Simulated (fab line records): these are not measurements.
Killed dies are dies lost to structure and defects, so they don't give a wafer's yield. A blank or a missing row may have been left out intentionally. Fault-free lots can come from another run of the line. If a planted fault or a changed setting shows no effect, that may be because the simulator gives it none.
Lot-split experiment / flow berkeley_cmos170 / on a route of 331 steps: 5 lots, 23 wafers read

## ON THE SPLIT
At UCB170_ACTIVE_OXIDATION_02 (target thk 26.4 nm, ox time 1260 s), the setting ox_time_s was moved away from the recipe's 1260 s on 15 of the 23 wafers read, by -14.4% to -9.3%. For the rest of the wafers, this setting stayed at what the recipe calls for.

The reading comes from the split's own step.

## THE READING
SiO2_of_ACTIVE_OXIDATION_02.thk_nm (the simulator's own value, which no gauge read), in nm, at UCB170_ACTIVE_OXIDATION_02 (target thk 26.4 nm, ox time 1260 s). The file does not state a usual value for it. Here, 8 wafers ran the recipe; their average is 25.95 nm with a standard deviation of 0.41 nm.

wafer=L076.1; tool, chamber at the split=furnace-03, 0; ox_time_s as run, s=1260; against the recipe=recipe; SiO2_of_ACTIVE_OXIDATION_02.thk_nm, nm=26.29; against lot-mates on the recipe=-
wafer=L076.2; tool, chamber at the split=furnace-03, 0; ox_time_s as run, s=1260; against the recipe=recipe; SiO2_of_ACTIVE_OXIDATION_02.thk_nm, nm=26.31; against lot-mates on the recipe=-
wafer=L076.6; tool, chamber at the split=furnace-03, 0; ox_time_s as run, s=1260; against the recipe=recipe; SiO2_of_ACTIVE_OXIDATION_02.thk_nm, nm=26.73; against lot-mates on the recipe=-
wafer=L077.1; tool, chamber at the split=-, -; ox_time_s as run, s=1078; against the recipe=-14.4%; SiO2_of_ACTIVE_OXIDATION_02.thk_nm, nm=24.21; against lot-mates on the recipe=no lot-mate on the recipe
wafer=L077.3; tool, chamber at the split=-, -; ox_time_s as run, s=1078; against the recipe=-14.4%; SiO2_of_ACTIVE_OXIDATION_02.thk_nm, nm=24.07; against lot-mates on the recipe=no lot-mate on the recipe
wafer=L077.4; tool, chamber at the split=-, -; ox_time_s as run, s=1078; against the recipe=-14.4%; SiO2_of_ACTIVE_OXIDATION_02.thk_nm, nm=24.04; against lot-mates on the recipe=no lot-mate on the recipe
wafer=L077.5; tool, chamber at the split=-, -; ox_time_s as run, s=1078; against the recipe=-14.4%; SiO2_of_ACTIVE_OXIDATION_02.thk_nm, nm=24.06; against lot-mates on the recipe=no lot-mate on the recipe
wafer=L077.6; tool, chamber at the split=-, -; ox_time_s as run, s=1078; against the recipe=-14.4%; SiO2_of_ACTIVE_OXIDATION_02.thk_nm, nm=24.25; against lot-mates on the recipe=no lot-mate on the recipe
wafer=L078.1; tool, chamber at the split=-, -; ox_time_s as run, s=1134; against the recipe=-10.0%; SiO2_of_ACTIVE_OXIDATION_02.thk_nm, nm=25.02; against lot-mates on the recipe=no lot-mate on the recipe
wafer=L078.3; tool, chamber at the split=-, -; ox_time_s as run, s=1134; against the recipe=-10.0%; SiO2_of_ACTIVE_OXIDATION_02.thk_nm, nm=24.76; against lot-mates on the recipe=no lot-mate on the recipe
wafer=L078.4; tool, chamber at the split=-, -; ox_time_s as run, s=1134; against the recipe=-10.0%; SiO2_of_ACTIVE_OXIDATION_02.thk_nm, nm=25.17; against lot-mates on the recipe=no lot-mate on the recipe
wafer=L078.5; tool, chamber at the split=-, -; ox_time_s as run, s=1134; against the recipe=-10.0%; SiO2_of_ACTIVE_OXIDATION_02.thk_nm, nm=24.75; against lot-mates on the recipe=no lot-mate on the recipe
wafer=L078.6; tool, chamber at the split=-, -; ox_time_s as run, s=1134; against the recipe=-10.0%; SiO2_of_ACTIVE_OXIDATION_02.thk_nm, nm=25.11; against lot-mates on the recipe=no lot-mate on the recipe
wafer=L080.1; tool, chamber at the split=-, -; ox_time_s as run, s=1260; against the recipe=recipe; SiO2_of_ACTIVE_OXIDATION_02.thk_nm, nm=25.57; against lot-mates on the recipe=-
wafer=L080.2; tool, chamber at the split=-, -; ox_time_s as run, s=1260; against the recipe=recipe; SiO2_of_ACTIVE_OXIDATION_02.thk_nm, nm=25.46; against lot-mates on the recipe=-
wafer=L080.4; tool, chamber at the split=-, -; ox_time_s as run, s=1260; against the recipe=recipe; SiO2_of_ACTIVE_OXIDATION_02.thk_nm, nm=25.7; against lot-mates on the recipe=-
wafer=L080.5; tool, chamber at the split=-, -; ox_time_s as run, s=1260; against the recipe=recipe; SiO2_of_ACTIVE_OXIDATION_02.thk_nm, nm=25.76; against lot-mates on the recipe=-
wafer=L080.6; tool, chamber at the split=-, -; ox_time_s as run, s=1260; against the recipe=recipe; SiO2_of_ACTIVE_OXIDATION_02.thk_nm, nm=25.75; against lot-mates on the recipe=-
wafer=L085.1; tool, chamber at the split=-, -; ox_time_s as run, s=1143; against the recipe=-9.3%; SiO2_of_ACTIVE_OXIDATION_02.thk_nm, nm=24.8; against lot-mates on the recipe=no lot-mate on the recipe
wafer=L085.2; tool, chamber at the split=-, -; ox_time_s as run, s=1143; against the recipe=-9.3%; SiO2_of_ACTIVE_OXIDATION_02.thk_nm, nm=24.9; against lot-mates on the recipe=no lot-mate on the recipe
wafer=L085.3; tool, chamber at the split=-, -; ox_time_s as run, s=1143; against the recipe=-9.3%; SiO2_of_ACTIVE_OXIDATION_02.thk_nm, nm=24.97; against lot-mates on the recipe=no lot-mate on the recipe
wafer=L085.4; tool, chamber at the split=-, -; ox_time_s as run, s=1143; against the recipe=-9.3%; SiO2_of_ACTIVE_OXIDATION_02.thk_nm, nm=24.76; against lot-mates on the recipe=no lot-mate on the recipe
wafer=L085.6; tool, chamber at the split=-, -; ox_time_s as run, s=1143; against the recipe=-9.3%; SiO2_of_ACTIVE_OXIDATION_02.thk_nm, nm=24.54; against lot-mates on the recipe=no lot-mate on the recipe

THE FIT
A straight line over all 23 wafers: SiO2_of_ACTIVE_OXIDATION_02.thk_nm changes by +0.121 nm for each +1% of ox_time_s; r = +0.92; the points scatter about the line by 0.3 nm.
Too few moved wafers have a lot-mate on the recipe to fit a line with each lot's own level taken away.

## FILE'S OWN FIT
SiO2_of_ACTIVE_OXIDATION_02.thk_nm changes by +0.121 nm for each +1% of ox_time_s, r = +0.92.
